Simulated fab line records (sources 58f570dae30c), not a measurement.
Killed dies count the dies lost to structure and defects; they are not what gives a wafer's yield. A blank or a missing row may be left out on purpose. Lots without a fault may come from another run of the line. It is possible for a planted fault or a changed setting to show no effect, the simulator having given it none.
Which tool was responsible?	flow berkeley cmos170	Sampling: 14 lots, 42 wafers, 5 of 331 route steps

== WHAT EACH GAUGE READ, for each wafer ==
UCB170_PWELL_TW_MEAS_17. Usual: for PWELL_TW the level is 381 and the standard deviation is 4.4.
lot	measured	on	PWELL_TW	flag
L522	day 3 00:50	film metro-04	378 379 378	
L523	day 3 01:07	film metro-04	377 377 376	
L524	day 3 11:45	film metro-04	378 377 378	
L527	day 4 03:41	film metro-04	380 377 379	
L526	day 4 03:54	film metro-02	383 385 385	
L528	day 4 11:02	film metro-04	377 377 378	
L529	day 4 15:22	film metro-02	385 385 386	
L533	day 5 07:44	film metro-04	380 379 376	
L534	day 5 17:23	film metro-04	378 380 377	
L540	day 6 17:26	film metro-03	386 391 388	
L539	day 6 17:31	film metro-02	387 386 386	
L542	day 7 04:23	film metro-04	379 379 377	
L543	day 7 11:47	film metro-04	375 376 378	
L545	day 7 21:45	film metro-04	380 378 377	

UCB170_ACTIVE_CD_MEAS_13: the cd target is 1200 nm. Usual: cd nm at 1199.4 nm, with a standard deviation of 1.4.
lot	measured	on	cd nm (nm)	flag
L522	day 4 03:52	cd sem-02	1199.2 1198.0 1199.2	
L523	day 4 03:41	cd sem-01	1198.1 1197.7 1198.9	
L524	day 4 19:15	cd sem-02	1199.0 1197.2 1198.0	
L527	day 5 11:04	cd sem-02	1200.2 1201.9 1201.2	
L526	day 5 11:07	cd sem-01	1199.9 1200.3 1200.5	
L528	day 5 19:37	cd sem-01	1199.1 1200.4 1197.6	
L529	day 5 19:20	cd sem-01	1199.0 1198.3 1197.7	
L533	day 6 09:43	cd sem-02	1200.3 1201.2 1200.3	
L534	day 7 02:33	cd sem-02	1199.8 1198.4 1199.5	
L540	day 7 18:04	cd sem-02	1199.6 1199.5 1197.9	
L539	day 7 18:33	cd sem-01	1199.2 1199.4 1200.3	
L542	day 8 07:14	cd sem-02	1199.8 1199.3 1198.3	
L543	day 8 13:58	cd sem-01	1201.3 1202.0 1202.2	
L545	day 8 22:39	cd sem-02	1198.9 1198.9 1199.1	

UCB170_GATE_CD_MEAS_90: the cd target is 350 nm. Usual: cd nm at 350.0 nm, with a standard deviation of 1.4.
lot	measured	on	cd nm (nm)	flag
L522	day 6 06:32	cd sem-01	351.1 350.3 348.7	
L523	day 6 06:46	cd sem-02	349.9 351.9 348.4	
L524	day 6 18:34	cd sem-01	350.0 349.9 347.9	
L527	day 7 07:40	cd sem-01	351.1 352.1 350.7	
L526	day 7 07:25	cd sem-02	349.5 349.7 352.3	
L528	day 7 15:01	cd sem-01	349.8 350.8 349.8	
L529	day 7 15:21	cd sem-02	353.4 351.4 354.7	
L533	day 8 11:25	cd sem-01	349.1 349.7 349.9	
L534	day 8 21:23	cd sem-01	350.4 350.7 350.1	
L540	day 9 20:01	cd sem-01	351.3 350.7 352.4	
L539	day 9 19:35	cd sem-01	349.1 347.3 347.1	
L542	day 10 01:08	cd sem-02	351.0 351.4 351.4	
L543	day 10 14:21	cd sem-01	349.0 348.5 351.0	
L545	day 10 20:43	cd sem-02	349.1 348.9 349.5	

UCB170_PLDD_CD_MEAS_06: the cd target is 1200 nm. Usual: cd nm at 1200.2 nm, with a standard deviation of 1.3.
lot	measured	on	cd nm (nm)	flag
L522	day 6 08:28	cd sem-02	1200.7 1201.3 1200.4	
L523	day 6 08:59	cd sem-02	1198.6 1199.2 1198.5	
L524	day 6 19:47	cd sem-02	1199.2 1199.0 1197.9	
L527	day 7 09:13	cd sem-02	1200.6 1200.8 1198.6	
L526	day 7 08:58	cd sem-01	1199.3 1199.0 1200.8	
L528	day 7 17:37	cd sem-01	1201.9 1202.1 1201.7	
L529	day 7 17:49	cd sem-01	1199.2 1199.0 1200.4	
L533	day 8 13:25	cd sem-02	1210.3 1212.0 1211.1	OFF
L534	day 8 22:48	cd sem-01	1210.9 1212.1 1211.1	OFF
L540	day 9 21:42	cd sem-01	1198.3 1197.8 1198.6	
L539	day 9 21:05	cd sem-02	1198.9 1198.4 1198.0	
L542	day 10 02:25	cd sem-01	1200.1 1198.7 1200.3	
L543	day 10 15:59	cd sem-01	1199.7 1202.3 1201.1	
L545	day 10 21:59	cd sem-02	1201.8 1199.3 1201.4	

== TOOL THAT RAN EACH LOT (tool first, then ch and the chambers of the sampled wafers, then the start) ==
lot	UCB170_PLDD_COAT_01
L522	litho track-01 ch 0, day 6 07:19
L523	litho track-03 ch 0, day 6 07:52
L524	litho track-04 ch 0, day 6 19:01
L527	litho track-01 ch 0, day 7 08:10
L526	litho track-04 ch 0, day 7 07:55
L528	litho track-04 ch 0, day 7 16:34
L529	litho track-01 ch 0, day 7 16:33
L533	litho track-04 ch 0, day 8 12:07
L534	litho track-04 ch 0, day 8 21:51
L540	litho track-01 ch 0, day 9 20:35
L539	litho track-01 ch 0, day 9 20:02
L542	litho track-01 ch 0, day 10 01:36
L543	litho track-01 ch 0, day 10 14:50
L545	litho track-01 ch 0, day 10 21:10
- UCB170_PLDD_COAT_01: resist thk 900 nm.

== WHAT THE TOOLS THEMSELVES READ (means of the sampled wafers that have a number; where no wafer has one, the mark that the record gives instead) ==
The record holds no such reading with a usual standard deviation.

== THE ANSWER, worked out from the rows above alone ==
Rule: a lot counts as off when the mean over its wafers that have a number is more than 3 standard deviations away from the usual mean. A lot without any number at a reading at which 4 lots or more have one is off too. The other lots that the step has rows for count as sound. After the gauges, taken in route order, come the tools' own readings; for these a lot's mean is taken, as printed above. The first step at which some lot is off is used, and at that step the reading that is off furthest; a lot without a number counts as furthest.
Off, at UCB170_PLDD_CD_MEAS_06 on cd nm: L533, L534.
If a tool, at a process step before that reading, ran all the lots that are off and no sound lot after the first of them, it fits. The gauges at UCB170_PLDD_CD_MEAS_06 are tried like those tools. One fits: UCB170_PLDD_COAT_01 on litho track-04. A fault onset in the window from L528 (day 7 16:34, its last sound lot) to L533 (day 8 12:07, its first lot off) fits.

== WHAT HAD BEEN PUT IN BY THE SIMULATOR ==
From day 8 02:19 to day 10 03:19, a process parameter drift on litho track-04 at UCB170_PLDD_COAT_01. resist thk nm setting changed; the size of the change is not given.
Lots struck among those shown: L533, L534. Same finding as the rule above.
